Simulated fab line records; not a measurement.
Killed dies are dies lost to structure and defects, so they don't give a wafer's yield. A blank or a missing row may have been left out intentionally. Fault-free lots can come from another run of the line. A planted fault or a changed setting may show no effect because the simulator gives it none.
One fault seen from 2 desks + flow berkeley cmos170 + each desk holds nothing but its own numbers, with what lay behind them at the end

## AT THE METROLOGY DESK
What the gauges read, lot by lot, whatever tool the lot ran on: means of the sampled wafers that have a number. Marked OUT: a lot whose mean sits more than 4 standard deviations from the usual mean, which makes it out of limits; the brackets give that distance.
Columns: A = START_OXIDE_THK at UCB170_START_THK_MEAS_03, usual 20.0 nm; B = PWELL_NITRIDE_THK at UCB170_PWELL_THK_MEAS_06, usual 218.5 nm; C = NVT_OVL at UCB170_NVT_OVL_MEAS_06, usual 3 nm
| lot  | first seen here | A    | B                | C  |
|------|-----------------|------|------------------|----|
| L257 | day 1 22:26     | 19.5 | 221.8            | -2 |
| L256 | day 1 22:26     | 20.2 | 218.1            | 14 |
| L258 | day 2 06:05     | 19.6 | 218.4            | 0  |
| L259 | day 2 10:19     | 19.8 | 220.0            | -2 |
| L260 | day 2 14:40     | 19.9 | 220.7            | 7  |
| L261 | day 2 21:45     | 20.3 | 218.4            | 2  |
| L262 | day 3 02:29     | 20.1 | 216.6            | 9  |
| L263 | day 3 06:46     | 19.9 | 221.6            | 1  |
| L265 | day 3 14:37     | 20.3 | 216.2            | 5  |
| L268 | day 4 05:27     | 20.5 | 208.4 (-5.1) OUT | 11 |
| L267 | day 4 05:28     | 20.2 | 205.6 (-6.5) OUT | 1  |
| L269 | day 4 13:08     | 20.6 | 216.8            | 4  |
| L276 | day 6 04:16     | 19.7 | 218.9            | 7  |
| L278 | day 6 11:17     | 19.6 | 217.5            | 7  |
This desk's result: L267, L268 out of limits, first on L268 (PWELL_NITRIDE_THK at UCB170_PWELL_THK_MEAS_06), day 6 00:44. L257, L256, L258, L259, L260, L261, L262, L263, L265, L269, L276, L278: within limits.

## THE TOOL OWNER'S DESK: lpcvd-01
The tool's own readings at UCB170_PWELL_CVD_05 (deposits Si3N4 from SiH2Cl2/NH3, target thk 220 nm, time 3300 s): means of the sampled wafers that have a number, for each lot that ran on this tool. Marked OUT: a lot whose mean sits more than 4 standard deviations from the usual mean, which makes it out of limits; the brackets give that distance.
Columns: A = sih2cl2 flow sccm at UCB170_PWELL_CVD_05, usual 24.97 sccm
| lot  | first seen here | A               |
|------|-----------------|-----------------|
| L259 | day 4 00:14     | 24.85           |
| L260 | day 4 00:14     | 24.98           |
| L261 | day 4 11:08     | 24.91           |
| L262 | day 4 11:08     | 24.99           |
| L265 | day 5 08:51     | 24.97           |
| L267 | day 5 22:49     | 19.98 (-69) OUT |
| L268 | day 5 22:49     | 19.99 (-69) OUT |
This desk's finding: out of limits on L267, L268; first on L267, day 5 22:49 (sih2cl2 flow sccm at UCB170_PWELL_CVD_05). L259, L260, L261, L262, L265: within limits.

## TAKEN TOGETHER
At day 5 22:49, on L267, L268, the tool owner's desk was in a position to raise an alarm.
Metrology desk: alarm possible at day 6 00:44 on L267, L268.
All the named lots went through UCB170_PWELL_CVD_05 on lpcvd-01.

## WHAT THE SIMULATOR HAD PUT IN
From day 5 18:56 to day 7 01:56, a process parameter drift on lpcvd-01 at UCB170_PWELL_CVD_05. Setting sih2cl2 flow sccm shifted by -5 from 25. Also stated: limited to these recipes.
Struck lots among those shown: L267, L268.
Fault start to first reading out of limits, in hours, per desk: tool owner, 4; metrology, 6.
